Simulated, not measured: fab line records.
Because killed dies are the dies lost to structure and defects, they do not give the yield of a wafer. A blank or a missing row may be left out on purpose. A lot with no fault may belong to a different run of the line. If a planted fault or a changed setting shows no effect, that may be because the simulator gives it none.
fab line records ; flow berkeley_cmos170
record lots=5; wafers=15; last_day=10
route steps=331 shown NSD@191 BACKSIDE@199 SDANNEAL@204
lots with no fault: from the same line, run without faults
start_h: start of the lot's first displayed wafer, in hours after the record's first day ; wait_h: hours since the lot's step before ; " unchanged from the row above ; L1.1+2: a single row standing in for several wafers ; - no value present, or no start provided ; * or withheld: withheld ; < > ~ a bound
route shown NAME@n: NAME is a module with steps in the file, n the number in the route of the first one ; usual: mean/standard deviation taken from wafers without a fault ; same: alike in all rows ; chamber/n: place in a boat ; sites: the reading at each site ; _std_site: how widely they spread, as a standard deviation ; _edge_site: inner sites' mean taken away from outer sites' mean ; radius_mm: for every site, how far away it sits from the centre of the wafer ; mask NAME#n: copy n ; behind: tool/chamber where the wafer was last shaped ; hold: the reason the lot was held/the length of the hold in hours/how it ended ; device: transistor that didn't switch, given as n, p or np ; end of line: the route-end tests of the same wafers ; a step given without rows: its recipe and nothing more ; killed: dies lost to structure and defects at the first sort, not the wafer's yield ; map: per-die view of a wafer (x killed, . not killed, _ where there is no die)
set.NAME: the setting as run; set.NAME@STEP: as run at that earlier step ; model.NAME: the simulator's own value behind a step, which no gauge read
lots at some steps of the route; a table a step, a row a wafer
services: a tool's chamber out of use, with start hour (start_h, from the record's first day; less than 0 if before it), hours out, and reason
## steps
# step UCB170_NSD_PEB_04
# recipe peb_temp_c=130; peb_time_s=withheld; resist=KrF
# usual plate_temp_C=130.02/0.14
lot.wafer;tool;chamber;start_h;wait_h;plate_temp_C
L074.1;litho_track-03;0;139.85;0.3;129.96
L074.5;litho_track-03;0;139.85;0.3;130.19
L074.6;litho_track-03;0;139.85;0.3;129.84
L077.2;litho_track-03;0;167.67;0.7;129.99
L077.3;litho_track-03;0;167.67;0.7;129.77
L077.5;litho_track-03;0;167.67;0.7;130.11
L078.1;litho_track-02;0;168.17;0.7;130.11
L078.2;litho_track-02;0;168.17;0.7;129.96
L078.3;litho_track-02;0;168.17;0.7;129.82
L086.1;litho_track-02;0;200.42;0.3;129.80
L086.2;litho_track-02;0;200.42;0.3;129.86
L086.3;litho_track-02;0;200.42;0.3;129.93
L084.1;litho_track-03;0;201.09;0.5;130.19
L084.2;litho_track-03;0;201.09;0.5;130.08
L084.6;litho_track-03;0;201.09;0.5;130.08
# step UCB170_NSD_DEVELOP_05
# recipe developer=TMAH; develop_time_s=45; resist=KrF; dev_temp_c=21
lot.wafer;tool;chamber;start_h;wait_h
L074.1+5+6;litho_track-03;0;-;-
L077.2+3+5;litho_track-03;0;-;-
L078.1+2+3;litho_track-02;0;-;-
L086.1+2+3;litho_track-02;0;-;-
L084.1+2+6;litho_track-03;0;-;-
# step UCB170_NSD_CD_MEAS_06
# recipe target_cd_nm=1200
# usual cd_nm=1199.6/1.2
lot.wafer;tool;chamber;start_h;wait_h;cd_nm
L074.1;cd_sem-01;-;140.12;-;1200.5
L074.5;cd_sem-01;-;140.12;-;1200.6
L074.6;cd_sem-01;-;140.12;-;1199.3
L077.2;cd_sem-02;-;167.94;-;1198.9
L077.3;cd_sem-02;-;167.94;-;1200.3
L077.5;cd_sem-02;-;167.94;-;1200.2
L078.1;cd_sem-01;-;168.45;-;1198.5
L078.2;cd_sem-01;-;168.45;-;1199.3
L078.3;cd_sem-01;-;168.45;-;1199.2
L086.1;cd_sem-01;-;200.70;-;1198.4
L086.2;cd_sem-01;-;200.70;-;1197.9
L086.3;cd_sem-01;-;200.70;-;1199.3
L084.1;cd_sem-01;-;201.45;-;1201.7
L084.2;cd_sem-01;-;201.45;-;1201.2
L084.6;cd_sem-01;-;201.45;-;1200.9
# step UCB170_NSD_OVL_MEAS_07
# usual NSD_OVL=-2/6.4
lot.wafer;tool;chamber;start_h;wait_h;NSD_OVL[nm]
L074.1;overlay-01;-;140.24;0.1;-5
L074.5;overlay-01;-;140.24;0.1;3
L074.6;overlay-01;-;140.24;0.1;-4
L077.2;overlay-02;-;168.07;0.1;-7
L077.3;overlay-02;-;168.07;0.1;-7
L077.5;overlay-02;-;168.07;0.1;-3
L078.1;overlay-02;-;168.59;0.1;5
L078.2;overlay-02;-;168.59;0.1;9
L078.3;overlay-02;-;168.59;0.1;8
L086.1;overlay-01;-;200.82;0.1;0
L086.2;overlay-01;-;200.82;0.1;-3
L086.3;overlay-01;-;200.82;0.1;-5
L084.1;overlay-02;-;201.57;0.1;1
L084.2;overlay-02;-;201.57;0.1;-4
L084.6;overlay-02;-;201.57;0.1;-6
# step UCB170_NSD_IMPLANT_08
# recipe species=P; dose_cm2=3e+15; energy_kev=40; tilt_deg=7
# usual dose_ions_cm2=3e+15/3.2e+12; faraday_current_uA=9284/170
lot.wafer;tool;chamber;start_h;wait_h;dose_ions_cm2;faraday_current_uA
L074.1;implanter-03;0;140.28;0.0;3.003e+15;9186
L074.5;implanter-03;0;140.28;0.0;3.002e+15;9277
L074.6;implanter-03;0;140.28;0.0;3.002e+15;9300
L077.2;implanter-02;0;168.12;0.0;3e+15;9109
L077.3;implanter-02;0;168.12;0.0;2.999e+15;9016
L077.5;implanter-02;0;168.12;0.0;3.001e+15;9209
L078.1;implanter-02;0;168.62;0.0;3e+15;9029
L078.2;implanter-02;0;168.62;0.0;2.999e+15;9036
L078.3;implanter-02;0;168.62;0.0;2.999e+15;9333
L086.1;implanter-01;0;200.85;0.0;3.002e+15;9148
L086.2;implanter-01;0;200.85;0.0;2.999e+15;9269
L086.3;implanter-01;0;200.85;0.0;3.003e+15;9345
L084.1;implanter-02;0;201.61;0.0;2.998e+15;9296
L084.2;implanter-02;0;201.61;0.0;2.994e+15;9451
L084.6;implanter-02;0;201.61;0.0;2.997e+15;9196
# step UCB170_NSD_STRIP_09
# recipe chemistry=O2; power_w=400; pressure_mtorr=3500; platen_temp_c=withheld; o2_flow_sccm=400; overash_fraction=0.5
# usual drypump_motor_current_A=5.6/0.57; oes_product_au=0.534/0.0045; strip_time_to_endpoint_s=35.81/0.08
lot.wafer;tool;chamber;start_h;wait_h;drypump_motor_current_A;oes_product_au;rf_hours_counter_h;strip_time_to_endpoint_s
L074.1;plasma_asher-04;0;140.43;0.1;4.6;0.538;44;35.81
L074.5;plasma_asher-04;1;140.43;0.1;5.2;0.532;-;35.82
L074.6;plasma_asher-04;0;140.43;0.1;4.6;0.529;-;35.83
L077.2;plasma_asher-01;0;168.25;0.1;5.6;0.530;46;35.67
L077.3;plasma_asher-01;1;168.25;0.1;6.1;0.540;-;35.69
L077.5;plasma_asher-01;1;168.25;0.1;6.1;0.535;-;35.67
L078.1;plasma_asher-02;0;168.77;0.1;5.8;0.543;6;35.82
L078.2;plasma_asher-02;1;168.77;0.1;6.2;0.534;6;35.92
L078.3;plasma_asher-02;0;168.77;0.1;5.8;0.530;-;35.82
L086.1;plasma_asher-02;1;201.00;0.1;6.3;0.540;10;35.86
L086.2;plasma_asher-02;0;201.00;0.1;5.8;0.527;10;35.84
L086.3;plasma_asher-02;0;201.00;0.1;5.8;0.538;-;35.78
L084.1;plasma_asher-02;0;201.76;0.1;5.8;0.527;10;35.80
L084.2;plasma_asher-02;1;201.76;0.1;6.3;0.539;10;35.92
L084.6;plasma_asher-02;0;201.76;0.1;5.8;0.534;-;35.81
# step UCB170_NSD_TW_MEAS_10
# usual NSD_TW=4151/39
lot.wafer;tool;chamber;start_h;wait_h;NSD_TW
L074.1;film_metro-03;-;140.53;0.1;4192
L074.5;film_metro-03;-;140.53;0.1;4184
L074.6;film_metro-03;-;140.53;0.1;4191
L077.2;film_metro-02;-;168.36;0.1;4164
L077.3;film_metro-02;-;168.36;0.1;4150
L077.5;film_metro-02;-;168.36;0.1;4152
L078.1;film_metro-01;-;168.87;0.1;4132
L078.2;film_metro-01;-;168.87;0.1;4139
L078.3;film_metro-01;-;168.87;0.1;4129
L086.1;film_metro-02;-;201.10;0.1;4121
L086.2;film_metro-02;-;201.10;0.1;4118
L086.3;film_metro-02;-;201.10;0.1;4115
L084.1;film_metro-01;-;201.86;0.1;4121
L084.2;film_metro-01;-;201.86;0.1;4117
L084.6;film_metro-01;-;201.86;0.1;4102
# step UCB170_NSD_CLEAN_11
# recipe chemistry=SPM; temp_c=120; time_s=600
lot.wafer;tool;chamber;start_h;wait_h
L074.1+5+6;wet_bench-02;3;140.59;0.1
L077.2+3+5;wet_bench-02;3;171.28;2.9
L078.1+2+3;wet_bench-02;0;171.28;2.4
L086.1+2+3;wet_bench-02;0;201.16;0.1
L084.1+2+6;wet_bench-01;3;201.92;0.1
# step UCB170_BACKSIDE_HMDS_00
# recipe prime_time_s=60; prime_temp_c=100
lot.wafer;tool;chamber;start_h;wait_h
L074.1+5+6;litho_track-01;0;140.78;0.0
L077.2+3+5;litho_track-02;0;171.48;0.0
L078.1+2+3;litho_track-04;0;171.64;0.2
L086.1+2+3;litho_track-04;0;201.53;0.2
L084.1+2+6;litho_track-02;0;202.15;0.1
# step UCB170_BACKSIDE_COAT_01
# recipe resist=KrF; spin_rpm=1500; resist_thk_nm=900
lot.wafer;tool;chamber;start_h;wait_h
L074.1+5+6;litho_track-01;0;140.93;0.1
L077.2+3+5;litho_track-02;0;171.63;0.1
L078.1+2+3;litho_track-04;0;171.79;0.1
L086.1+2+3;litho_track-04;0;201.68;0.1
L084.1+2+6;litho_track-02;0;202.30;0.1
# step UCB170_BACKSIDE_SOFTBAKE_02
# recipe resist=KrF; temp_c=130; time_s=60
# usual plate_temp_C=130.04/0.12
lot.wafer;tool;chamber;start_h;wait_h;plate_temp_C
L074.1;litho_track-01;0;141.08;0.1;130.06
L074.5;litho_track-01;0;141.08;0.1;130.23
L074.6;litho_track-01;0;141.08;0.1;130.15
L077.2;litho_track-02;0;171.78;0.1;130.25
L077.3;litho_track-02;0;171.78;0.1;130.16
L077.5;litho_track-02;0;171.78;0.1;130.06
L078.1;litho_track-04;0;171.94;0.1;130.06
L078.2;litho_track-04;0;171.94;0.1;130.06
L078.3;litho_track-04;0;171.94;0.1;130.00
L086.1;litho_track-04;0;201.83;0.1;129.89
L086.2;litho_track-04;0;201.83;0.1;129.93
L086.3;litho_track-04;0;201.83;0.1;129.93
L084.1;litho_track-02;0;202.45;0.1;129.91
L084.2;litho_track-02;0;202.45;0.1;130.07
L084.6;litho_track-02;0;202.45;0.1;130.03
# step UCB170_BACKSIDE_STRIP_03
# recipe chemistry=O2; power_w=400; pressure_mtorr=3500; platen_temp_c=withheld; o2_flow_sccm=400; overash_fraction=0.5
# usual drypump_motor_current_A=5.92/0.23; oes_product_au=0.734/0.004; strip_time_to_endpoint_s=21.96/0.067
lot.wafer;tool;chamber;start_h;wait_h;drypump_motor_current_A;oes_product_au;rf_hours_counter_h;strip_time_to_endpoint_s
L074.1;plasma_asher-03;0;141.23;0.1;6.11;0.738;34;21.92
L074.5;plasma_asher-03;1;141.23;0.1;5.65;0.738;-;21.86
L074.6;plasma_asher-03;0;141.23;0.1;6.12;0.730;-;21.86
L077.2;plasma_asher-01;0;171.91;0.1;5.71;0.734;46;22.01
L077.3;plasma_asher-01;1;171.91;0.1;6.11;0.734;-;22.02
L077.5;plasma_asher-01;1;171.91;0.1;6.11;0.728;-;22.06
L078.1;plasma_asher-03;1;172.09;0.1;5.64;0.740;38;21.95
L078.2;plasma_asher-03;0;172.09;0.1;6.08;0.736;38;21.94
L078.3;plasma_asher-03;0;172.09;0.1;6.10;0.725;-;21.89
L086.1;plasma_asher-01;1;201.98;0.1;6.11;0.732;50;21.83
L086.2;plasma_asher-01;0;201.98;0.1;5.66;0.739;50;21.88
L086.3;plasma_asher-01;0;201.98;0.1;5.65;0.731;-;21.85
L084.1;plasma_asher-01;1;202.60;0.1;6.13;0.731;50;22.03
L084.2;plasma_asher-01;0;202.60;0.1;5.66;0.729;50;22.00
L084.6;plasma_asher-01;1;202.60;0.1;6.14;0.740;-;21.97
# step UCB170_BACKSIDE_CLEAN_04
# recipe chemistry=SPM; temp_c=120; time_s=600
lot.wafer;tool;chamber;start_h;wait_h
L074.1+5+6;wet_bench-02;0;141.33;0.1
L077.2+3+5;wet_bench-03;3;172.09;0.2
L078.1+2+3;wet_bench-03;0;172.29;0.2
L086.1+2+3;wet_bench-03;0;202.08;0.1
L084.1+2+6;wet_bench-02;1;202.70;0.1
# step UCB170_SDANNEAL_RTA_00
# recipe temp_c=900; time_s=10.15; ambient=N2
# usual lamp_power_pct=23.4/1.5; wafer_temp_C_max=904.5/1.5
lot.wafer;tool;chamber;start_h;wait_h;lamp_power_pct;wafer_temp_C_max
L074.1;rtp_anneal-02;0;141.52;0.0;22.2;904.4
L074.5;rtp_anneal-02;0;141.52;0.0;22.2;904.6
L074.6;rtp_anneal-02;0;141.52;0.0;22.2;905.4
L077.2;rtp_anneal-02;0;172.28;0.0;22.2;908.4
L077.3;rtp_anneal-02;0;172.28;0.0;22.2;904.2
L077.5;rtp_anneal-02;0;172.28;0.0;22.2;905.6
L078.1;rtp_anneal-01;0;172.47;0.0;25.2;903.2
L078.2;rtp_anneal-01;0;172.47;0.0;25.2;903.0
L078.3;rtp_anneal-01;0;172.47;0.0;25.1;902.7
L086.1;rtp_anneal-02;0;202.25;0.0;22.2;904.9
L086.2;rtp_anneal-02;0;202.25;0.0;22.2;905.5
L086.3;rtp_anneal-02;0;202.25;0.0;22.2;905.6
L084.1;rtp_anneal-02;0;202.88;0.0;22.2;903.9
L084.2;rtp_anneal-02;0;202.88;0.0;22.3;903.9
L084.6;rtp_anneal-02;0;202.88;0.0;22.2;904.0
## services
tool;chamber;start_h;hours;kind
plasma_asher-02;0;117.75;-;clean
plasma_asher-02;1;117.75;-;clean
rtp_anneal-01;-;131.52;6.3;pm
implanter-02;-;133.83;4.3;pm
implanter-01;-;135.05;25.3;pm
plasma_asher-01;-;148.51;0.3;repair
implanter-01;-;161.74;9.2;pm
plasma_asher-04;-;174.07;3.2;repair
implanter-03;-;189.35;4.5;pm
implanter-02;-;191.50;3.1;repair
wet_bench-03;-;194.22;1.9;pm
implanter-01;-;198.21;1.3;repair
## key
fault none
